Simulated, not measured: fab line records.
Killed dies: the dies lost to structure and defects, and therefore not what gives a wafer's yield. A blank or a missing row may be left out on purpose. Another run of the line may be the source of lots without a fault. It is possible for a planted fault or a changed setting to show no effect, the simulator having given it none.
fab line records	flow rit_cmos
record: lots: 5	wafers: 15	last_day: 5
route steps=202 shown CONTACT@178 M1@184
lots untouched by any fault: they come from a run of this same line in which no faults occurred
start_h: hours from the record's first day to the start of the lot's first wafer shown	wait_h: hours from the lot's prior step to this one	" unchanged from the row above	L1.1+2: a row that stands for several wafers	- no value, or no start given	* or withheld: withheld	< > ~ a bound
route shown NAME@n: names a module that has steps shown in the file, with the first one's number in the route	usual: mean/standard deviation taken from wafers without a fault	same: alike in all rows	chamber/n: place in a boat	sites: the reading at each site	_std_site: standard deviation of those values	_edge_site: mean of outer sites minus mean of inner sites	radius_mm: how far each site lies from the wafer's centre	mask NAME#n: copy n	behind: the tool/chamber that last shaped the wafer	hold: cause of the lot's hold/its duration in hours/its outcome	device: which transistor (n, p or np) failed to switch	end of line: the route-end tests of the same wafers	for a step that has no rows: nothing shown but its recipe	killed: at the first sort, the dies lost to defects and structure; wafer yield is something else	map: a wafer's dies, x killed, . not, _ none there
set.NAME: setting as actually run; set.NAME@STEP: the setting as run at that earlier step	model.NAME: the simulator's own value behind a step, which no gauge read
lots at some steps of the route; a table a step, a row a wafer
services: a tool's chamber out of use, with start hour (start_h, from the record's first day; less than 0 if before it), hours out, and reason
== steps ==
step: RIT_CONTACT_HARDBAKE_10
recipe: resist: NOVOLAK	temp_c: 140	time_s: 60
step: RIT_CONTACT_ETCH_11
recipe: target_depth_a: 4800	over_etch_frac: 0.2	stop_on: TiSi2	chemistry: CHF3/CF4/Ar	target: SiO2	CHF3_flow_sccm: 50	cf4_flow_sccm: 10	Ar_flow_sccm: 100	O2_flow_sccm: 5	pressure_mtorr: 100	rf_w: 200	time_s: 320
usual: drypump_motor_current_A: 5.8/0.59	oes_product_au: 0.994/0.016	throttle_valve_pct: 8.83/0.11
lot.wafer	tool	chamber	start_h	wait_h	drypump_motor_current_A	oes_product_au	rf_hours_counter_h	throttle_valve_pct
L973.1	rie_diel-02	1	59.55	0.1	6.5	1.016	31	8.94
L973.3	"	0	"	"	4.9	0.981	140	8.69
L973.5	"	3	"	"	5.7	0.971	-	8.88
L974.3	rie_diel-04	1	67.87	0.1	6.6	1.000	141	8.81
L974.5	"	2	"	"	5.8	0.984	-	8.65
L974.6	"	3	"	"	5.6	1.025	-	8.76
L978.2	rie_diel-02	0	82.69	0.1	4.9	0.971	140	8.69
L978.3	"	1	"	"	6.5	1.012	31	8.94
L978.6	"	3	"	"	5.7	0.973	-	8.88
L980.2	rie_diel-04	0	92.57	0.1	4.9	1.004	6	8.86
L980.3	"	1	"	"	6.6	1.002	141	8.81
L980.6	"	1	"	"	6.6	0.996	-	8.82
L986.1	rie_diel-04	2	122.43	0.1	5.8	0.982	30	8.64
L986.3	"	1	"	"	6.5	0.990	142	8.82
L986.6	"	2	"	"	5.8	0.987	-	8.63
step: RIT_CONTACT_STRIP_12
recipe: chemistry: O2	time_s: 187.2	resist: NOVOLAK	platen_temp_c: withheld	power_w: 500	pressure_mtorr: 4000	o2_flow_sccm: 4000
usual: drypump_motor_current_A: 5.7/0.32
lot.wafer	tool	chamber	start_h	wait_h	drypump_motor_current_A	rf_hours_counter_h
L973.1	plasma_asher-02	0	59.74	0.1	5.3	40
L973.3	"	0	"	"	5.3	-
L973.5	"	0	"	"	5.3	-
L974.3	plasma_asher-01	1	68.13	0.2	6.2	-
L974.5	"	1	"	"	6.2	-
L974.6	"	0	"	"	5.4	-
L978.2	plasma_asher-03	1	82.89	0.1	5.4	47
L978.3	"	1	"	"	5.4	-
L978.6	"	1	"	"	5.4	-
L980.2	plasma_asher-03	0	92.77	0.1	5.9	48
L980.3	"	1	"	"	5.5	-
L980.6	"	1	"	"	5.4	-
L986.1	plasma_asher-01	1	122.63	0.1	6.2	47
L986.3	"	1	"	"	6.2	-
L986.6	"	0	"	"	5.4	-
step: RIT_CONTACT_CD_MEAS_90
recipe: target_cd_nm: 1000
usual: cd_nm: 1000.2/2.2
lot.wafer	tool	chamber	start_h	wait_h	cd_nm
L973.1	cd_sem-02	-	59.92	0.1	997.4
L973.3	"	-	"	"	996.5
L973.5	"	-	"	"	996.0
L974.3	cd_sem-02	-	68.28	0.1	1001.8
L974.5	"	-	"	"	1001.2
L974.6	"	-	"	"	1001.1
L978.2	cd_sem-02	-	83.08	0.1	1000.8
L978.3	"	-	"	"	1000.2
L978.6	"	-	"	"	998.9
L980.2	cd_sem-02	-	92.96	0.1	1000.2
L980.3	"	-	"	"	998.8
L980.6	"	-	"	"	999.9
L986.1	cd_sem-02	-	122.80	0.1	1003.6
L986.3	"	-	"	"	999.4
L986.6	"	-	"	"	1001.8
step: RIT_CONTACT_CLEAN_13
recipe: chemistry: SC1	mix: 3:3:50	time_s: 600	temp_c: 75
step: RIT_CONTACT_CLEAN_14
recipe: chemistry: SC2	mix: 3:3:50	time_s: 600	temp_c: 75	dry: n2_spin
step: RIT_M1_SPUTTER_00
recipe: material: Al	target_thk_nm: 400	power_w: 2000	chamber_pressure_pa: 0.4	gas: Ar	time_s: 500	substrate_temp_c: 25
usual: throttle_valve_pct: 29.5/0.67
lot.wafer	tool	chamber	start_h	wait_h	throttle_valve_pct
L973.1	pvd_sputter-02	-	60.40	0.0	29.0
L973.3	"	-	"	"	30.7
L973.5	"	-	"	"	29.4
L974.3	pvd_sputter-01	-	68.71	0.0	30.1
L974.5	"	-	"	"	29.3
L974.6	"	-	"	"	29.7
L978.2	pvd_sputter-03	-	83.53	0.0	28.1
L978.3	"	-	"	"	29.5
L978.6	"	-	"	"	29.8
L980.2	pvd_sputter-03	-	93.43	0.0	29.6
L980.3	"	-	"	"	30.1
L980.6	"	-	"	"	30.2
L986.1	pvd_sputter-03	-	123.27	0.0	29.5
L986.3	"	-	"	"	30.2
L986.6	"	-	"	"	30.4
step: RIT_M1_RS_MEAS_01
recipe: thk_meas_gauge: four-point-probe	reads: Al_of_M1_SPUTTER_00
usual: M1_AL_RS: 0.0732/0.00068
lot.wafer	tool	chamber	start_h	wait_h	M1_AL_RS[ohm/sq]
L973.1	film_metro-03	-	60.70	0.1	0.0740
L973.3	"	-	"	"	0.0735
L973.5	"	-	"	"	0.0732
L974.3	film_metro-04	-	69.05	0.2	0.0742
L974.5	"	-	"	"	0.0738
L974.6	"	-	"	"	0.0739
L978.2	film_metro-02	-	83.85	0.2	0.0727
L978.3	"	-	"	"	0.0729
L978.6	"	-	"	"	0.0726
L980.2	film_metro-02	-	93.74	0.2	0.0732
L980.3	"	-	"	"	0.0730
L980.6	"	-	"	"	0.0734
L986.1	film_metro-03	-	123.57	0.1	0.0741
L986.3	"	-	"	"	0.0730
L986.6	"	-	"	"	0.0742
step: RIT_M1_THK_MEAS_02
recipe: thk_meas_gauge: xrf	reads: Al_of_M1_SPUTTER_00
usual: M1_AL_THK: 400/4
lot.wafer	tool	chamber	start_h	wait_h	M1_AL_THK[nm]
L973.1	film_metro-03	-	60.82	0.1	397
L973.3	"	-	"	"	400
L973.5	"	-	"	"	403
L974.3	film_metro-04	-	69.15	0.1	396
L974.5	"	-	"	"	398
L974.6	"	-	"	"	399
L978.2	film_metro-02	-	83.96	0.1	399
L978.3	"	-	"	"	400
L978.6	"	-	"	"	402
L980.2	film_metro-02	-	93.85	0.1	396
L980.3	"	-	"	"	399
L980.6	"	-	"	"	396
L986.1	film_metro-03	-	123.69	0.1	396
L986.3	"	-	"	"	402
L986.6	"	-	"	"	397
step: RIT_M1_HMDS_03
recipe: prime_time_s: 60	prime_temp_c: 140
step: RIT_M1_COAT_04
recipe: resist: NOVOLAK	spin_rpm: 2000	resist_thk_nm: 1317
step: RIT_M1_SOFTBAKE_05
recipe: resist: NOVOLAK	temp_c: 90	time_s: 60
step: RIT_M1_EXPOSE_06
recipe: mask_id: M12	na: 0.6	source_shape: conventional	sigma_outer: 0.5	target_cd_nm: 2600	dose_mj: 250
same: na: 0.6
lot.wafer	tool	chamber	start_h	wait_h	mask
L973.1+3+5	iline_stepper-01	0	61.45	0.2	M12#0
L974.3+5+6	iline_stepper-02	0	69.80	0.2	M12#0
L978.2+3+6	iline_stepper-02	0	84.47	0.1	M12#0
L980.2+3+6	iline_stepper-01	0	94.49	0.2	M12#0
L986.1+3+6	iline_stepper-01	0	124.32	0.2	M12_R1#0
step: RIT_M1_PEB_07
recipe: resist: NOVOLAK	temp_c: withheld	time_s: withheld
step: RIT_M1_DEVELOP_08
recipe: resist: NOVOLAK	develop_time_s: 68	dev_temp_c: 23
step: RIT_M1_CD_MEAS_09
recipe: target_cd_nm: 2600
usual: cd_nm: 2599.6/2.1
lot.wafer	tool	chamber	start_h	wait_h	cd_nm
L973.1	cd_sem-01	-	61.88	-	2601.5
L973.3	"	-	"	"	2601.1
L973.5	"	-	"	"	2600.1
L974.3	cd_sem-01	-	70.23	-	2597.2
L974.5	"	-	"	"	2598.0
L974.6	"	-	"	"	2596.5
L978.2	cd_sem-01	-	84.91	-	2598.5
L978.3	"	-	"	"	2600.8
L978.6	"	-	"	"	2599.1
L980.2	cd_sem-02	-	94.93	-	2596.7
L980.3	"	-	"	"	2597.7
L980.6	"	-	"	"	2595.3
L986.1	cd_sem-01	-	125.06	-	2251.1
L986.3	"	-	"	"	2250.7
L986.6	"	-	"	"	2249.5
step: RIT_M1_OVL_MEAS_10
usual: M1_OVL: 0.4/1.3
lot.wafer	tool	chamber	start_h	wait_h	M1_OVL[nm]
L973.1	overlay-02	-	62.00	0.1	-1.2
L973.3	"	-	"	"	-1.7
L973.5	"	-	"	"	-1.1
L974.3	overlay-01	-	70.33	0.1	-0.4
L974.5	"	-	"	"	0.3
L974.6	"	-	"	"	0.5
L978.2	overlay-02	-	85.01	0.1	-1.9
L978.3	"	-	"	"	-1.1
L978.6	"	-	"	"	-0.5
L980.2	overlay-01	-	95.03	0.1	0.9
L980.3	"	-	"	"	0.3
L980.6	"	-	"	"	-0.2
L986.1	overlay-02	-	125.18	0.1	2.7
L986.3	"	-	"	"	1.5
L986.6	"	-	"	"	1.8
step: RIT_M1_HARDBAKE_11
recipe: resist: NOVOLAK	temp_c: 140	time_s: 120
step: RIT_M1_METAL_ETCH_12
recipe: stop_on: SiO2	chemistry: Cl2/BCl3	target: Al	time_s: 165	over_etch_frac: 0.5	pressure_mtorr: 100	target_depth_a: 6000	rf_w: 250	Cl2_flow_sccm: 60	bcl3_flow_sccm: 50
usual: drypump_motor_current_A: 5.8/0.61	oes_product_au: 0.780/0.011	throttle_valve_pct: 8.39/0.12
lot.wafer	tool	chamber	start_h	wait_h	drypump_motor_current_A	oes_product_au	rf_hours_counter_h	throttle_valve_pct	model.M1.cd_nm
L973.1	rie_metal-01	1	62.29	0.2	6.6	0.770	0.7	8.48	2603
L973.3	"	1	"	"	6.6	0.776	-	8.49	2603
L973.5	"	1	"	"	6.6	0.782	-	8.48	2602
L974.3	rie_metal-04	1	70.65	0.2	6.0	0.795	-	8.16	2596
L974.5	"	0	"	"	6.5	0.777	-	8.37	2598
L974.6	"	1	"	"	6.0	0.792	-	8.14	2597
L978.2	rie_metal-03	0	85.29	0.2	5.2	0.775	2.9	8.45	2599
L978.3	"	0	"	"	5.2	0.772	-	8.43	2601
L978.6	"	0	"	"	5.2	0.781	-	8.45	2598
L980.2	rie_metal-04	1	95.54	0.2	6.1	0.809	4.5	8.15	2595
L980.3	"	0	"	"	6.6	0.783	-	8.38	2598
L980.6	"	1	"	"	6.0	0.800	-	8.16	2593
L986.1	rie_metal-04	1	125.56	0.2	6.0	0.781	4.9	8.15	2250
L986.3	"	1	"	"	6.0	0.793	-	8.14	2248
L986.6	"	0	"	"	6.6	0.774	-	8.40	2249
step: RIT_M1_STRIP_13
recipe: chemistry: nmp	resist: NOVOLAK	temp_c: 80	time_s: 600	dry: n2_spin
step: RIT_M1_STRIP_14
recipe: chemistry: O2	time_s: 180	platen_temp_c: withheld	power_w: 500	pressure_mtorr: 4000	o2_flow_sccm: 4000
usual: drypump_motor_current_A: 5.4/0.33	rf_refl_power_W: 7.9/0.89
lot.wafer	tool	chamber	start_h	wait_h	drypump_motor_current_A	rf_hours_counter_h	rf_refl_power_W
L973.1	plasma_asher-02	0	62.80	0.0	5.3	41	6.5
L973.3	"	1	"	"	5.7	-	7.5
L973.5	"	0	"	"	5.3	-	6.2
L974.3	plasma_asher-04	1	71.00	0.1	5.6	-	7.3
L974.5	"	0	"	"	4.9	-	8.5
L974.6	"	1	"	"	5.6	-	7.7
L978.2	plasma_asher-04	0	85.64	0.0	4.9	29	8.7
L978.3	"	0	"	"	4.9	-	8.9
L978.6	"	0	"	"	4.9	-	9.0
L980.2	plasma_asher-03	0	95.87	0.0	5.9	48	7.4
L980.3	"	0	"	"	5.9	-	7.6
L980.6	"	0	"	"	5.9	-	7.0
L986.1	plasma_asher-04	1	125.90	0.0	5.6	34	7.6
L986.3	"	0	"	"	4.9	-	8.3
L986.6	"	1	"	"	5.5	-	7.4
step: RIT_M1_CD_MEAS_90
recipe: target_cd_nm: 2600
usual: cd_nm: 2600.3/2.4
lot.wafer	tool	chamber	start_h	wait_h	cd_nm
L973.1	cd_sem-01	-	62.98	0.1	2603.2
L973.3	"	-	"	"	2602.8
L973.5	"	-	"	"	2601.5
L974.3	cd_sem-01	-	71.15	0.1	2596.3
L974.5	"	-	"	"	2598.0
L974.6	"	-	"	"	2597.1
L978.2	cd_sem-01	-	85.84	0.1	2599.1
L978.3	"	-	"	"	2601.1
L978.6	"	-	"	"	2598.4
L980.2	cd_sem-01	-	96.07	0.1	2594.9
L980.3	"	-	"	"	2598.1
L980.6	"	-	"	"	2592.9
L986.1	cd_sem-01	-	126.07	0.1	2249.3
L986.3	"	-	"	"	2247.7
L986.6	"	-	"	"	2248.3
step: RIT_M1_ANNEAL_15
recipe: temp_c: 446.8	time_s: 1800	ambient: forming_gas_H2N2
step: RIT_M1_PROBE_99
usual: defect_limited_yield: 97.3/1.1	killed_at_M0_to_M3: 0.0/0.083	killed_at_front_end: 7.1/2.8	killed_dies: 7.2/2.8	killed_open: 3.6/2.1	killed_short: 3.6/1.9	sort_bin_3_pad_short: 0.2/0.25	sort_bin_5_function: 1.6/0.78	sort_bin_6_memory: 1.0/0.65	sort_n_pass: 256.8/2.8	sort_yield_pct: 97.3/1.1
same: gross_dies: 264	killed_at_M4_up: 0	killed_at_back_side: 0	killed_at_contacts: 0	killed_at_other: 0
lot.wafer	tool	chamber	start_h	wait_h	defect_limited_yield[%]	killed_at_M0_to_M3	killed_at_front_end	killed_dies	killed_open	killed_short	sort_bin_3_pad_short[%]	sort_bin_5_function[%]	sort_bin_6_memory[%]	sort_n_pass	sort_yield_pct[%]	model.etest.m1.width_nm	model.etest.tester.sort_n_pass	model.etest.tester.sort_yield_pct	model.etest.tester.sort_bin_5_pct	model.etest.nmos_0p15.junction_log10_a_um	model.etest.nmos_narrow.off_log10_a_um	model.etest.gate_end_array.leak_log10_a_um	model.etest.nmos_0p3.off_log10_a_um
L973.1	prober-02	-	65.44	0.1	97.0	0	8	8	4	4	0	2.3	0.8	256.0	97.0	2607	256	96.97	2.273	-13.65	-13.34	-12.89	-13.1
L973.3	prober-02	-	65.54	0.2	97.3	0	7	7	3	4	1.1	1.1	0.4	257.0	97.3	2603	257	97.35	1.136	-13.52	-13.3	-13.06	-13.15
L973.5	prober-02	-	65.64	0.2	97.0	0	8	8	3	5	0.4	1.1	1.5	256.0	97.0	2609	256	96.97	1.136	-13.6	-13.39	-12.95	-13.09
L974.3	prober-01	-	72.95	0.2	97.7	0	6	6	1	5	0	1.5	0.8	258.0	97.7	2593	258	97.73	1.515	-13.71	-13.27	-12.93	-13.15
L974.5	prober-01	-	73.05	0.2	98.5	0	4	4	4	0	0	0.8	0.8	260.0	98.5	2596	260	98.48	0.7576	-13.65	-13.24	-12.98	-13.18
L974.6	prober-01	-	73.10	0.2	96.2	0	10	10	4	6	0.4	3.0	0.4	254.0	96.2	2590	254	96.21	3.03	-13.46	-13.26	-13.06	-13.18
L978.2	prober-01	-	87.61	0.1	98.5	0	4	4	1	3	0	0.4	1.1	260.0	98.5	2600	260	98.48	0.3788	-13.57	-13.32	-13.03	-13.19
L978.3	prober-01	-	87.66	0.2	98.9	0	3	3	2	1	0	0.4	0.8	261.0	98.9	2599	261	98.86	0.3788	-13.73	-13.23	-13.12	-13.27
L978.6	prober-01	-	87.81	0.2	98.5	0	4	4	2	2	0	1.1	0.4	260.0	98.5	2599	260	98.48	1.136	-13.49	-13.2	-12.82	-13
L980.2	prober-01	-	97.84	0.1	98.9	0	3	3	1	2	0	0.8	0.4	261.0	98.9	2593	261	98.86	0.7576	-13.64	-13.31	-13.07	-13.22
L980.3	prober-01	-	97.89	0.2	97.7	0	6	6	3	3	0	1.9	0.4	258.0	97.7	2602	258	97.73	1.894	-13.44	-13.36	-12.98	-13.1
L980.6	prober-01	-	98.04	0.2	96.6	0	9	9	4	5	0.4	2.3	0.8	255.0	96.6	2598	255	96.59	2.273	-13.68	-13.34	-12.99	-13.09
L986.1	prober-02	-	127.81	0.1	90.9	16	8	24	3	5	0.4	8.7	0	240.0	90.9	2247	240	90.91	8.712	-11.85	-11.85	-11.69	-11.84
L986.3	prober-02	-	127.91	0.2	85.6	21	17	38	10	7	0	12.5	1.9	226.0	85.6	2243	226	85.61	12.5	-11.88	-11.87	-11.6	-11.86
L986.6	prober-02	-	128.06	0.2	83.7	35	8	43	7	1	0	14.4	1.9	221.0	83.7	2247	221	83.71	14.39	-11.88	-11.88	-11.69	-11.87
killed by level:class
L973.1 SPACER:geometric_particle:short=2 FOX1:geometric_particle:short=1 FOX1:geometric_particle:open=1 REOX:geometric_particle:open=1 SPACER:geometric_particle:open=1 SILICIDE:geometric_particle:short=1 SILICIDE:geometric_particle:open=1
L973.3 FOX1:geometric_particle:short=2 FOX1:geometric_particle:open=1 GATE:geometric_particle:short=1 REOX:geometric_particle:open=1 REOX:geometric_particle:short=1 SPACER:geometric_particle:open=1
L973.5 FOX1:geometric_particle:short=2 FOX1:geometric_particle:open=1 GATE:geometric_particle:short=1 GATE:geometric_particle:open=1 REOX:geometric_particle:short=1 REOX:geometric_particle:open=1 SILICIDE:geometric_particle:short=1
L974.3 FOX1:geometric_particle:short=2 GATE:geometric_particle:short=2 FOX1:geometric_particle:open=1 REOX:geometric_particle:short=1
L974.5 FOX1:geometric_particle:open=2 GATE:geometric_particle:open=1 SPACER:geometric_particle:open=1
L974.6 GATE:geometric_particle:open=3 REOX:geometric_particle:short=2 SILICIDE:geometric_particle:short=2 GATE:geometric_particle:short=1 REOX:geometric_particle:open=1 SPACER:geometric_particle:short=1
L978.2 REOX:geometric_particle:short=2 GATE:geometric_particle:open=1 GATE:geometric_particle:short=1
L978.3 FOX1:geometric_particle:open=1 FOX1:geometric_particle:short=1 GATE:geometric_particle:open=1
L978.6 FOX1:geometric_particle:short=2 FOX2:geometric_particle:open=1 GATE:geometric_particle:open=1
L980.2 SILICIDE:geometric_particle:short=2 FOX2:geometric_particle:open=1
L980.3 FOX1:geometric_particle:short=1 FOX2:geometric_particle:short=1 FOX2:geometric_particle:open=1 GATE:geometric_particle:open=1 SPACER:geometric_particle:open=1 SILICIDE:geometric_particle:short=1
L980.6 GATE:geometric_particle:open=3 FOX2:geometric_particle:short=2 GATE:geometric_particle:short=2 REOX:geometric_particle:open=1 SILICIDE:geometric_particle:short=1
L986.1 M1:area_expose=16 REOX:geometric_particle:short=4 GATE:geometric_particle:open=2 GATE:geometric_particle:short=1 SILICIDE:geometric_particle:open=1
L986.3 M1:area_expose=21 GATE:geometric_particle:open=5 FOX1:geometric_particle:open=3 FOX1:geometric_particle:short=3 SILICIDE:geometric_particle:open=2 SILICIDE:geometric_particle:short=2 GATE:geometric_particle:short=1 REOX:geometric_particle:short=1
L986.6 M1:area_expose=35 GATE:geometric_particle:open=4 REOX:geometric_particle:open=2 FOX1:geometric_particle:open=1 GATE:geometric_particle:short=1
map L986.6 (x killed, . not)
________......._______
_____............x____
____..x....x.......___
___.................__
__...x.......x.x....._
__......x..xxx......._
_........x..xxx.......
_...x...xxxxx.x......x
_.......x.xx..xx......
_......x..x.x.xx......
__..........xx.x....._
__........xx..x......_
___...x....x.x......__
____...............___
_____.......x.....____
________x......_______
map L973.1 (x killed, . not)
________......._______
_____.............____
____.......x.......___
___.................__
__.x................._
__..................._
_............x........
_.....................
_................x....
_..x..................
__..................._
__............x......_
___.x...............__
____....x..........___
_____.............____
________......._______
== services ==
tool	chamber	start_h	hours	kind
plasma_asher-04	-	38.69	1.9	repair
iline_stepper-02	-	39.99	1.7	pm
rie_metal-01	0	45.13	21.1	repair
rie_diel-04	2	46.93	6.5	repair
plasma_asher-04	-	55.52	12.9	repair
iline_stepper-01	-	57.26	2.1	pm
iline_stepper-01	-	59.34	-	consumable_replace:lamp
plasma_asher-01	-	61.46	1.8	repair
rie_metal-03	1	70.34	12.5	repair
rie_metal-01	0	72.75	5.4	repair
rie_diel-02	3	86.45	1.7	repair
rie_diel-04	1	93.59	5.7	repair
rie_diel-02	3	96.32	2.8	repair
plasma_asher-03	-	96.68	6.2	repair
plasma_asher-02	-	108.75	9.0	pm
plasma_asher-02	0	108.75	9.0	vent_cycle
plasma_asher-02	1	108.75	9.0	vent_cycle
rie_diel-04	0	115.14	22.4	repair
plasma_asher-02	0	117.75	-	clean
plasma_asher-02	1	117.75	-	clean
rie_diel-02	0	120.36	8.5	repair
== key ==
first_sign: step: RIT_M1_EXPOSE_06	reading: mask	direction: changed
effect: step: RIT_M1_CD_MEAS_09	reading: cd_nm	direction: down	sigmas: 99+	usual: 2599.6	struck: 2250.4
effect: step: RIT_M1_CD_MEAS_90	reading: cd_nm	direction: down	sigmas: 99+	usual: 2600.3	struck: 2248.4
effect: step: RIT_M1_PROBE_99	reading: killed_at_M0_to_M3	direction: up	sigmas: 24	usual: 0.0	struck: 24
model_effect: step: RIT_M1_METAL_ETCH_12	value: M1.cd_nm	without: 2599	struck: 2249
model_effect: step: RIT_M1_PROBE_99	value: etest.m1.width_nm	without: 2596	struck: 2246
more_kills_born_at: RIT_M1_EXPOSE_06@iline_stepper-01: 72
met_at RIT_M1_EXPOSE_06
struck_wafers L986.1,L986.3,L986.6
onset_between 94.49 124.32
fault: kind: wrong_mask	tool: any	chamber: -	onset_h: 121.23	steps: RIT_M1_EXPOSE_06	aux_copy: M12_R1#0	cd_offset_nm: -350	scope: struck_lots_only
